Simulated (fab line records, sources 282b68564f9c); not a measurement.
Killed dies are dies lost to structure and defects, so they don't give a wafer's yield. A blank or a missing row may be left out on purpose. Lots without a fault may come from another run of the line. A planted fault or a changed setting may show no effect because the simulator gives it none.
Which tool did it? | flow rit_cmos | 7 lots, 21 wafers sampled, at 2 steps of a route of 202

WHAT THE GAUGES READ, wafer by wafer
RIT_NSD_TW_MEAS_10.
lot  | measured    | on            | NSD_TW
L257 | day 3 12:42 | film_metro-04 | 3056 3073 3059
L260 | day 4 04:41 | film_metro-03 | 3154 3162 3153
L262 | day 4 15:59 | film_metro-03 | 3172 3151 3154
L268 | day 5 21:47 | film_metro-03 | 3166 3160 3160
L271 | day 6 09:26 | film_metro-04 | 3294 3293 3290
L274 | day 7 00:44 | film_metro-03 | 3152 3150 3166
L278 | day 7 21:48 | film_metro-03 | 3142 3163 3144

WHICH TOOL RAN EACH LOT (tool, then ch and the chambers of the sampled wafers, then the start)
lot  | RIT_NSD_IMPLANT_08
L257 | implanter-03 ch 0, day 3 12:23
L260 | implanter-03 ch 0, day 4 04:22
L262 | implanter-02 ch 0, day 4 15:40
L268 | implanter-02 ch 0, day 5 21:29
L271 | implanter-02 ch 0, day 6 09:07
L274 | implanter-01 ch 0, day 7 00:27
L278 | implanter-01 ch 0, day 7 21:31
- RIT_NSD_IMPLANT_08

THE ANSWER, worked out from the rows above alone
Rule: what is usual is taken from the lots themselves. Put in order of their means at a reading, lots are off if they are a third of the lots or fewer, leave a main group of 4 or more, and stand apart from it by a gap of 3 or more times the standard deviation of the main group's means; of several such gaps the widest counts. A main group whose means are all the same, to the digits that the tables above print for the reading, isn't used. A lot without any number at a reading at which 4 lots or more have one is off too. The other lots that the step has rows for count as sound.
Off: L271, at RIT_NSD_TW_MEAS_10 (NSD_TW). The main group: mean 3141, standard deviation 35.
A tool fits if, at a process step before that reading, it ran every lot that is off, and no sound lot after the first of them. The gauges at RIT_NSD_TW_MEAS_10 are tried like those tools. Can't be told from this: 2 tools fit, implanter-02 at RIT_NSD_IMPLANT_08, film_metro-04 at RIT_NSD_TW_MEAS_10.

WHAT THE SIMULATOR HAD PUT IN
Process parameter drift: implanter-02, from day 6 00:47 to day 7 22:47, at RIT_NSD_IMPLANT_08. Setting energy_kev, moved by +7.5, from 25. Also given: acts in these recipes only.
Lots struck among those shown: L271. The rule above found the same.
